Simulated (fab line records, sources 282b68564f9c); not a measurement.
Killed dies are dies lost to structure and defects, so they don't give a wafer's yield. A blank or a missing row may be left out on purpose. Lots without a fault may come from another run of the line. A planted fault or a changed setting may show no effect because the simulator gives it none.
Problem report in the 8D (eight disciplines) form, filled by code | flow rit_cmos | the parts of the form that need people (team, actions taken, sign-off) are left out

1. THE PROBLEM
SILICIDE_TI_RS at RIT_SILICIDE_RS_MEAS_02 reads a mean of 49.8 ohm/sq on 6 wafers of 2 lots; wafers without a fault read 44.4 ohm/sq with a standard deviation of 0.57. That is +9.5 standard deviations from the usual mean.
The step: measures by four-point-probe.
First seen on wafer L489.2, day 5 03:40, on film_metro-03. The record holds 42 wafers of 14 lots with a number at this step. Rule for "out", or "out of limits": more than 4 standard deviations from the usual mean. The other wafers with a number count as sound.

2. WHAT IT IS AND WHAT IT IS NOT
question                    | is                           | is not
which readings at this step | SILICIDE_TI_RS               | -
which lots                  | L489, L491                   | L480, L481, L482, L483, L484, L485, L492, L496, L498, L500, L501, L502
which wafers of those lots  | all that have a number       | -
read on which gauges        | film_metro-03, film_metro-04 | film_metro-02
when                        | from day 5 03:40             | up to then (18 sound wafers); but 18 sound wafers of L492, L496, L498, L500, L501, L502 came after

3. SUSPECTS, AND WHAT RULES EACH OUT
Counting: a tool at a process step up to the reading stays a suspect if it ran every lot that is out and no sound lot after the first of them.
- the gauge at RIT_SILICIDE_RS_MEAS_02: ruled out. The wafers that are out were read on 2 gauges (film_metro-03, film_metro-04).
- pvd_sputter-01 at RIT_SILICIDE_SPUTTER_01 (material Ti, target thk 30 nm, time 240 s): kept. It ran every lot that is out, first L489 (day 5 03:28), and no sound lot after that; its last sound lot up to then is L485 (day 4 09:39).
Left after counting: pvd_sputter-01 at RIT_SILICIDE_SPUTTER_01.

4. THE CAUSE (what the simulator had put in)
Process parameter drift: pvd_sputter-01, from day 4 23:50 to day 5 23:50, at RIT_SILICIDE_SPUTTER_01. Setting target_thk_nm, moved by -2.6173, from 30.
Counting left only this tool.

5. THE CHAIN OF EFFECTS, in route order
Each row: a reading whose mean over the struck wafers that have a number lies more than 3 standard deviations from the usual. Only readings for which the record gives a usual standard deviation are gone through. hours: the time from each lot's start at the first step in this table that gives one to its start at this step, as a median over the lots. sigmas: the change in usual standard deviations.
hours | step                     | reading         | usual       | on struck wafers | change | sigmas
0     | RIT_SILICIDE_RS_MEAS_02  | SILICIDE_TI_RS  | 44.4 ohm/sq | 49.8             | +5.4   | +9.5
0     | RIT_SILICIDE_THK_MEAS_03 | SILICIDE_TI_THK | 30.1 nm     | 27.4             | -2.7   | -8.1

6. WHAT WOULD HAVE CAUGHT IT SOONER
In this record the first reading out of limits at a measuring or inspecting step was taken at day 5 03:40, 4 hours after the fault began at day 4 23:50.
Of the tool readings at RIT_SILICIDE_SPUTTER_01 for which the record gives a usual standard deviation, none was out on any struck wafer, so an alarm limit of 4 standard deviations on them would not have fired.
Of the lots that are out (2), L491 began RIT_SILICIDE_SPUTTER_01 on pvd_sputter-01 after day 5 03:40. A hold on the tool at that time would have spared it.
